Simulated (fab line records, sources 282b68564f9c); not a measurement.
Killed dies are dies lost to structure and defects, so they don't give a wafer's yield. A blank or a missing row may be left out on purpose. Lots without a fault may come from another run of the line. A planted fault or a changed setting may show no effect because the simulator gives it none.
Tool commonality check | flow rit_cmos | 14 lots, 42 wafers sampled

WHY IT WAS OPENED
At RIT_GATE_THK_MEAS_09 the reading GATE_POLY_THK is flagged on 2 of 14 lots. Wafers without a fault read 250.5 nm, standard deviation 2.7.
Rule: a lot is flagged when every wafer of it that has a number lies more than 4 standard deviations from that mean, or none has a number. The other lots count as sound.

lot  | measured    | on            | GATE_POLY_THK (nm), wafer by wafer | flag
L152 | day 2 17:32 | film_metro-04 | 249.0 249.9 249.2                  |
L154 | day 2 22:08 | film_metro-01 | 251.5 249.6 251.9                  |
L155 | day 3 03:32 | film_metro-04 | 248.9 250.8 249.9                  |
L156 | day 3 08:43 | film_metro-04 | 254.2 255.6 255.3                  |
L157 | day 3 14:57 | film_metro-04 | 250.1 253.2 252.8                  |
L158 | day 3 18:14 | film_metro-02 | 249.1 246.6 250.0                  |
L159 | day 3 22:04 | film_metro-02 | 245.4 245.0 244.9                  |
L160 | day 4 03:33 | film_metro-02 | 249.4 247.7 250.9                  |
L162 | day 4 14:35 | film_metro-02 | 254.4 253.1 252.4                  |
L163 | day 4 18:13 | film_metro-02 | 256.5 256.7 256.5                  |
L164 | day 4 22:52 | film_metro-04 | 247.4 248.8 247.3                  |
L165 | day 5 04:07 | film_metro-02 | 383.5 382.5 384.3                  | FLAGGED
L166 | day 5 11:00 | film_metro-04 | 386.0 384.2 385.0                  | FLAGGED
L167 | day 5 15:34 | film_metro-04 | 251.1 249.0 248.6                  |
The numbers of the flagged lots are 384.2 nm on average: +133.8 nm against the usual, or +50 standard deviations.

WHICH TOOL RAN EACH LOT
The record holds 1 process step before the reading, out of a route of 202 steps. In each cell: the tool, then ch and the chambers that the sampled wafers went through, then the start.
lot  | flag    | RIT_GATE_CVD_08
L152 |         | lpcvd-02 ch 1, day 2 15:55
L154 |         | lpcvd-02 ch 0, day 2 20:31
L155 |         | lpcvd-01 ch 0, day 3 01:55
L156 |         | lpcvd-01 ch 1, day 3 07:05
L157 |         | lpcvd-02 ch 1, day 3 12:31
L158 |         | lpcvd-02 ch 1, day 3 16:37
L159 |         | lpcvd-01 ch 1, day 3 20:26
L160 |         | lpcvd-02 ch 1, day 4 01:56
L162 |         | lpcvd-01 ch 0, day 4 12:58
L163 |         | lpcvd-01 ch 0, day 4 16:35
L164 |         | lpcvd-02 ch 1, day 4 21:14
L165 | FLAGGED | lpcvd-01 ch 1, day 5 02:26
L166 | FLAGGED | lpcvd-01 ch 0, day 5 09:23
L167 |         | lpcvd-02 ch 1, day 5 13:56
What these steps do:
- RIT_GATE_CVD_08: deposits poly-Si from SiH4, target thk 250 nm, time 2220 s.
- RIT_GATE_THK_MEAS_09

FLAGGED OVER TOTAL, TOOL BY TOOL (the gauges that took the reading come last)
step                 | tool          | lots run | flagged | share of the flagged lots | sound lots run after its first flagged lot
RIT_GATE_CVD_08      | lpcvd-01      | 7        | 2       | all                       | 0
RIT_GATE_CVD_08      | lpcvd-02      | 7        | 0       | none                      | -
RIT_GATE_THK_MEAS_09 | film_metro-01 | 1        | 0       | none                      | -
RIT_GATE_THK_MEAS_09 | film_metro-02 | 6        | 1       | some                      | 0
RIT_GATE_THK_MEAS_09 | film_metro-04 | 7        | 1       | some                      | 1 (L167)

WHAT THE TABLE ALLOWS
1 row of the table ran every flagged lot: lpcvd-01 at RIT_GATE_CVD_08.
- lpcvd-01 at RIT_GATE_CVD_08: 2 of its 7 lots flagged. Its last sound lot is L163 (day 4 16:35), its first flagged lot L165 (day 5 02:26): a fault that began between those two fits.
One tool is left: lpcvd-01 at RIT_GATE_CVD_08.

WHAT THE SIMULATOR HAD PUT IN
Process parameter drift: lpcvd-01, from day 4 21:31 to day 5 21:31, at RIT_GATE_CVD_08. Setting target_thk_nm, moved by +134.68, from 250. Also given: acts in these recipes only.
Lots struck among those shown: L165, L166. The rule above found the same.
